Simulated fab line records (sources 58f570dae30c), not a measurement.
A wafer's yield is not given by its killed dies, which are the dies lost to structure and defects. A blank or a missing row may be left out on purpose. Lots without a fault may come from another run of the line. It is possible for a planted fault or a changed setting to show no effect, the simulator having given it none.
The tool behind it: which one?    flow berkeley cmos170    14 lots, 42 wafers sampled, at 3 steps of a route of 331

## WHAT EACH GAUGE READ, for each wafer
UCB170_NWELL_OVL_MEAS_12. Usual: NWELL_OVL 1 nm, standard deviation 4.7.
lot   measured     on          NWELL_OVL (nm)  flag
L484  day 2 05:43  overlay-01  -5 -8 -8        
L485  day 2 14:58  overlay-02  6 5 13          
L486  day 2 19:02  overlay-01  10 5 6          
L488  day 3 01:55  overlay-02  -1 1 -1         
L489  day 3 14:42  overlay-01  2 4 -3          
L490  day 3 15:13  overlay-02  9 -8 3          
L491  day 3 21:47  overlay-01  0 5 3           
L496  day 4 14:46  overlay-01  1 -6 -6         
L495  day 4 14:59  overlay-01  3 3 -1          
L499  day 5 05:08  overlay-01  6 4 -4          
L501  day 5 23:56  overlay-01  0 0 -2          
L502  day 6 00:14  overlay-01  -2 1 0          
L503  day 6 10:59  overlay-01  -1 -3 -3        
L506  day 7 04:10  overlay-01  3 4 10          

UCB170_ACTIVE_THK_MEAS_03. Usual: ACTIVE_OXIDE_THK 26.3 nm, standard deviation 0.52.
lot   measured     on             ACTIVE_OXIDE_THK (nm)  flag
L484  day 3 22:59  film metro-03  26.2 25.8 25.8         
L485  day 4 07:52  film metro-03  26.3 25.9 26.0         
L486  day 4 07:52  film metro-04  26.8 26.8 26.4         
L488  day 4 16:27  film metro-04  26.5 27.0 27.1         
L489  day 4 23:12  film metro-03  26.5 26.6 26.4         
L490  day 5 08:53  film metro-02  27.2 27.6 27.2         
L491  day 5 08:53  film metro-04  27.1 27.1 27.4         
L496  day 6 06:17  film metro-02  27.1 26.8 26.8         
L495  day 6 06:16  film metro-04  26.1 26.2 26.5         
L499  day 6 21:50  film metro-02  26.2 25.7 26.1         
L501  day 7 11:14  film metro-04  25.9 26.1 25.4         
L502  day 7 11:15  film metro-03  26.3 26.6 26.1         
L503  day 8 08:34  film metro-04  26.0 26.1 26.1         
L506  day 9 03:09  film metro-04  26.5 26.4 26.2         

UCB170_NVT_OVL_MEAS_06. Usual: NVT_OVL -5 nm, standard deviation 6.
lot   measured      on          NVT_OVL (nm)  flag
L484  day 5 15:55   overlay-01  -14 -3 -10    
L485  day 6 04:52   overlay-01  -8 -6 -9      
L486  day 6 04:38   overlay-01  -1 -8 -3      
L488  day 6 10:26   overlay-01  -3 -8 2       
L489  day 6 10:14   overlay-01  0 -8 -5       
L490  day 7 00:10   overlay-01  -8 -12 -11    
L491  day 7 00:03   overlay-01  -5 -4 -4      
L496  day 7 23:52   overlay-02  -7 -9 -7      
L495  day 7 23:46   overlay-01  8 4 10        
L499  day 9 00:13   overlay-02  -10 -8 -3     
L501  day 9 16:02   overlay-01  -15 -7 -10    
L502  day 9 16:19   overlay-01  -9 -3 -19     
L503  day 10 07:52  overlay-01  -4 -7 -9      
L506  day 10 22:50  overlay-01  8 12 9        

## WHICH TOOL RAN EACH LOT (tool, then ch and the chambers of the sampled wafers, then the start)
The record holds no process step before these readings.

## AS READ BY THE TOOLS THEMSELVES (means over the sampled wafers that have a number; for cases with no such wafer, the mark the record gives instead)
The record holds no such reading with a usual standard deviation.

## THE ANSWER, worked out from the rows above alone
Rule: lot off if the mean of its wafers having a number is beyond 3 standard deviations from the usual mean. Also off: a lot with no number at a reading for which 4 or more lots have one. The other lots that the step has rows for count as sound. First the gauges in route order, then the tools' own readings, where a lot's mean is used as printed above. The first step at which some lot is off is used, and at that step the reading that is off furthest; a lot without a number counts as furthest.
No lot is off at any reading shown: from this, nothing can be told.

## WHAT THE SIMULATOR PUT IN
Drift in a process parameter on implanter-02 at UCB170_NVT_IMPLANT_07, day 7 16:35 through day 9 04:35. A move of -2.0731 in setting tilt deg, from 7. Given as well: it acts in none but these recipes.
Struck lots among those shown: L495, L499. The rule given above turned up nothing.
